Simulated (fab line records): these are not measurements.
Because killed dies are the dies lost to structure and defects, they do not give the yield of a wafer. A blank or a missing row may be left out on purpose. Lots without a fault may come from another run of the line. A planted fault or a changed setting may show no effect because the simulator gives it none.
Commonality check across tools ; flow rit-cmos ; Sampled: 14 lots, 42 wafers

REASON IT WAS OPENED
2 of 14 lots carry a flag on the reading PLDD_TW at RIT_PLDD_TW_MEAS_10. Fault-free wafers read 2339, with a standard deviation of 10.
Rule: a lot is flagged in two cases, either no wafer of it has a number, or all its wafers with numbers fall more than 4 standard deviations from that mean. The other lots count as sound.

lot;measured;on;PLDD_TW, wafer by wafer;flag
L790;day 2 19:29;film-metro-04;2345 2345 2349;
L791;day 3 01:55;film-metro-02;2342 2333 2339;
L792;day 3 05:42;film-metro-03;2311 2330 2329;
L793;day 3 10:03;film-metro-04;2346 2351 2342;
L794;day 3 16:32;film-metro-03;2330 2333 2344;
L795;day 4 01:18;film-metro-04;2338 2351 2342;
L796;day 4 04:40;film-metro-03;30 30 30;FLAGGED
L797;day 4 08:18;film-metro-03;2345 2364 2345;
L802;day 5 12:11;film-metro-04;30 30 30;FLAGGED
L806;day 6 11:14;film-metro-03;2334 2337 2338;
L807;day 6 13:33;film-metro-04;2336 2339 2339;
L808;day 6 16:03;film-metro-03;2348 2334 2338;
L809;day 6 21:10;film-metro-04;2341 2332 2339;
L812;day 7 13:57;film-metro-02;2353 2326 2344;
The numbers of the flagged lots are 30 on average: -2309 against the usual, or -99 or more standard deviations.

EACH LOT AND THE TOOL IT RAN ON
The record keeps 1 process step preceding the reading, out of 202 steps on the route. Each cell gives the tool, then ch followed by the chambers the sampled wafers passed through, then the start.
lot;flag;RIT_PLDD_DEVELOP_05
L790;;litho-track-01 ch 0, day 2 18:00
L791;;litho-track-03 ch 0, day 3 01:00
L792;;litho-track-03 ch 0, day 3 05:00
L793;;litho-track-03 ch 0, day 3 09:00
L794;;litho-track-02 ch 0, day 3 15:00
L795;;litho-track-02 ch 0, day 4 00:00
L796;FLAGGED;litho-track-02 ch 0, day 4 04:00
L797;;litho-track-03 ch 0, day 4 07:00
L802;FLAGGED;litho-track-02 ch 0, day 5 11:00
L806;;litho-track-01 ch 0, day 6 10:00
L807;;litho-track-01 ch 0, day 6 12:00
L808;;litho-track-03 ch 0, day 6 15:00
L809;;litho-track-03 ch 0, day 6 20:00
L812;;litho-track-01 ch 0, day 7 13:00
What is done by these steps:
- RIT_PLDD_DEVELOP_05: develop time 50 s.
- RIT_PLDD_TW_MEAS_10

FLAGGED OVER TOTAL, TOOL BY TOOL (the gauges that took the reading come last)
step;tool;lots run;flagged;share of the flagged lots;sound lots run after its first flagged lot
RIT_PLDD_DEVELOP_05;litho-track-01;4;0;none;-
RIT_PLDD_DEVELOP_05;litho-track-02;4;2;all;0
RIT_PLDD_DEVELOP_05;litho-track-03;6;0;none;-
RIT_PLDD_TW_MEAS_10;film-metro-02;2;0;none;-
RIT_PLDD_TW_MEAS_10;film-metro-03;6;1;some;3 (L797,L806,L808)
RIT_PLDD_TW_MEAS_10;film-metro-04;6;1;some;2 (L807,L809)

WHAT THE TABLE ALLOWS
In the table, 1 row covers all flagged lots: litho-track-02 at RIT_PLDD_DEVELOP_05.
- litho-track-02 at RIT_PLDD_DEVELOP_05: 2 of its 4 lots flagged. Last sound lot L795 at day 4 00:00, first flagged lot L796 at day 4 04:00; a fault beginning in between fits.
Just one tool remains: litho-track-02 at RIT_PLDD_DEVELOP_05.

WHAT THE SIMULATOR HAD PUT IN
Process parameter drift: litho-track-02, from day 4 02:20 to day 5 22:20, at RIT_PLDD_DEVELOP_05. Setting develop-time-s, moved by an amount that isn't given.
Shown lots that were struck: L796, L802. Same finding as the rule above.
